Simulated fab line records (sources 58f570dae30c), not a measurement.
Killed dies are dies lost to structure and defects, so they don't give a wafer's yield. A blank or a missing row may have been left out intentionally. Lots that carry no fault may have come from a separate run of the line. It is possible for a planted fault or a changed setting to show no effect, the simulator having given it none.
Which tool did it? -- flow berkeley cmos170 -- Sampling: 15 lots, 45 wafers, 5 of 331 route steps

WHAT THE GAUGES READ, wafer by wafer
UCB170_SACOX_THK_MEAS_02. Usual: SACOX_OXIDE_THK typically reads 14.5 nm, with standard deviation 0.31.
lot,measured,on,SACOX_OXIDE_THK (nm),flag
L210,day 5 11:29,film metro-02,14.2 14.2 14.4,
L209,day 5 11:31,film metro-04,14.4 14.7 14.7,
L212,day 6 19:02,film metro-02,14.2 14.2 14.3,
L214,day 6 19:02,film metro-01,14.2 14.3 14.2,
L213,day 6 19:03,film metro-04,13.8 13.9 13.6,
L215,day 7 12:51,film metro-01,14.4 14.2 14.3,
L218,day 8 00:17,film metro-01,14.6 14.6 14.6,
L221,day 8 12:43,film metro-02,14.6 14.5 14.4,
L223,day 9 06:46,film metro-02,14.7 14.6 14.7,
L225,day 9 06:47,film metro-02,15.1 15.3 15.2,
L228,day 9 23:53,film metro-02,14.7 14.9 14.5,
L227,day 9 23:53,film metro-01,14.4 14.4 14.3,
L229,day 10 11:53,film metro-01,14.6 14.8 14.7,
L230,day 10 11:53,film metro-04,14.8 14.9 14.8,
L231,day 11 00:11,film metro-01,14.2 14.1 13.9,

UCB170_PVT_TW_MEAS_09. Usual: PVT_TW typically reads 511, with standard deviation 4.1.
lot,measured,on,PVT_TW,flag
L210,day 6 05:26,film metro-03,513 512 509,
L209,day 6 09:23,film metro-03,512 513 510,
L212,day 7 09:46,film metro-04,503 504 505,
L214,day 7 10:15,film metro-03,513 513 514,
L213,day 7 10:01,film metro-01,512 512 510,
L215,day 8 03:36,film metro-04,504 505 502,
L218,day 8 15:58,film metro-03,514 516 513,
L221,day 9 05:52,film metro-04,504 505 506,
L223,day 9 20:24,film metro-04,505 507 505,
L225,day 9 21:10,film metro-01,514 515 512,
L228,day 10 20:34,film metro-03,513 516 517,
L227,day 10 20:28,film metro-03,515 516 515,
L229,day 11 09:02,film metro-04,503 503 506,
L230,day 11 08:56,film metro-03,512 513 515,
L231,day 11 23:25,film metro-03,512 513 516,

UCB170_PLDD_OVL_MEAS_07. Usual: PLDD_OVL typically reads -1 nm, with standard deviation 5.7.
lot,measured,on,PLDD_OVL (nm),flag
L210,day 6 23:28,overlay-02,10 12 13,
L209,day 6 23:30,overlay-02,-3 -2 4,
L212,day 8 02:42,overlay-01,-6 -3 2,
L214,day 8 02:05,overlay-02,-7 -1 -8,
L213,day 8 02:20,overlay-01,-6 -4 -2,
L215,day 8 18:58,overlay-01,2 -9 0,
L218,day 9 09:28,overlay-02,-9 -7 -5,
L221,day 9 20:35,overlay-01,-4 2 -7,
L223,day 10 13:47,overlay-02,7 2 5,
L225,day 10 13:29,overlay-02,1 5 -5,
L228,day 12 00:04,overlay-02,3 2 7,
L227,day 11 23:52,overlay-02,5 2 1,
L229,day 12 06:20,overlay-01,7 -1 -7,
L230,day 12 06:04,overlay-02,-3 6 -4,
L231,day 12 15:49,overlay-02,2 -5 7,

UCB170_NLDD_CD_MEAS_06: the cd target is 1200 nm. Usual: cd nm reads 1199.8 nm (standard deviation 1.3).
lot,measured,on,cd nm (nm),flag
L210,day 7 01:43,cd sem-02,1201.0 1200.7 1198.7,
L209,day 7 01:54,cd sem-01,1197.9 1198.3 1197.3,
L212,day 8 05:11,cd sem-01,1199.1 1199.3 1200.1,
L214,day 8 04:13,cd sem-01,1219.9 1221.3 1221.2 1220.2 1220.9 1220.9,OFF
L213,day 8 04:46,cd sem-01,1222.6 1223.3 1223.8 1222.7 1223.5 1223.5,OFF
L215,day 8 20:46,cd sem-01,1219.2 1218.1 1217.9 1219.1 1218.4 1217.6,OFF
L218,day 9 17:32,cd sem-01,1200.4 1198.7 1199.9,
L221,day 9 22:55,cd sem-01,1199.6 1199.2 1199.6,
L223,day 10 15:53,cd sem-01,1200.5 1200.5 1199.8,
L225,day 10 15:33,cd sem-02,1202.4 1203.8 1202.8,
L228,day 12 01:42,cd sem-02,1200.4 1199.2 1199.5,
L227,day 12 01:29,cd sem-01,1199.1 1199.9 1200.8,
L229,day 12 08:02,cd sem-01,1198.8 1198.4 1199.4,
L230,day 12 07:45,cd sem-02,1200.4 1200.2 1200.1,
L231,day 12 19:08,cd sem-01,1202.7 1203.1 1202.8,

WHICH TOOL RAN EACH LOT (tool, then ch and the chambers of the sampled wafers, then the start)
lot,UCB170_NLDD_PEB_04
L210,"litho track-01 ch 0, day 7 01:28"
L209,"litho track-02 ch 0, day 7 01:34"
L212,"litho track-01 ch 0, day 8 04:55"
L214,"litho track-02 ch 0, day 8 03:56"
L213,"litho track-02 ch 0, day 8 04:29"
L215,"litho track-02 ch 0, day 8 20:30"
L218,"litho track-03 ch 0, day 9 17:10"
L221,"litho track-03 ch 0, day 9 21:51"
L223,"litho track-01 ch 0, day 10 15:37"
L225,"litho track-01 ch 0, day 10 15:16"
L228,"litho track-01 ch 0, day 12 01:26"
L227,"litho track-02 ch 0, day 12 01:13"
L229,"litho track-03 ch 0, day 12 07:45"
L230,"litho track-03 ch 0, day 12 07:29"
L231,"litho track-03 ch 0, day 12 18:52"
- UCB170_NLDD_PEB_04

WHAT THE TOOLS THEMSELVES READ (means of the sampled wafers that have a number; where no wafer has one, the mark that the record gives instead)
UCB170_NLDD_PEB_04. Usual: heater power total W 56.80 W, standard deviation 0.045; plate temp C 130.01 C, standard deviation 0.14.
lot,tool,heater power total W (W),plate temp C (C),flag
L210,litho track-01,56.78,129.94,
L209,litho track-02,56.83,129.97,
L212,litho track-01,56.80,129.98,
L214,litho track-02,59.12,134.07,OFF
L213,litho track-02,59.10,133.91,OFF
L215,litho track-02,59.12,134.09,OFF
L218,litho track-03,56.77,129.87,
L221,litho track-03,56.80,129.87,
L223,litho track-01,56.85,129.89,
L225,litho track-01,56.77,130.03,
L228,litho track-01,56.83,129.83,
L227,litho track-02,56.77,129.87,
L229,litho track-03,56.83,130.08,
L230,litho track-03,56.82,130.13,
L231,litho track-03,56.76,130.14,

THE ANSWER, worked out from the rows above alone
Rule: a lot is off if the mean of its wafers that have a number lies more than 3 standard deviations from the usual mean. A lot without any number at a reading at which 4 lots or more have one is off too. Where the step has rows for the other lots, those lots are counted as sound. Order of review: gauges by route order, followed by the tools' own readings, for which a lot's mean as printed above is used. The first step at which some lot is off is used, and at that step the reading that is off furthest; a lot without a number counts as furthest.
Off, at UCB170_NLDD_CD_MEAS_06 on cd nm: L214, L213, L215.
If a tool, at a process step before that reading, ran all the lots that are off and no sound lot after the first of them, it fits. The gauges at UCB170_NLDD_CD_MEAS_06 aren't tried: what is off there is off at UCB170_NLDD_PEB_04 too, on other tools, and a gauge's error can't cause that. Of those tried, none fits.

WHAT WAS PUT IN BY THE SIMULATOR
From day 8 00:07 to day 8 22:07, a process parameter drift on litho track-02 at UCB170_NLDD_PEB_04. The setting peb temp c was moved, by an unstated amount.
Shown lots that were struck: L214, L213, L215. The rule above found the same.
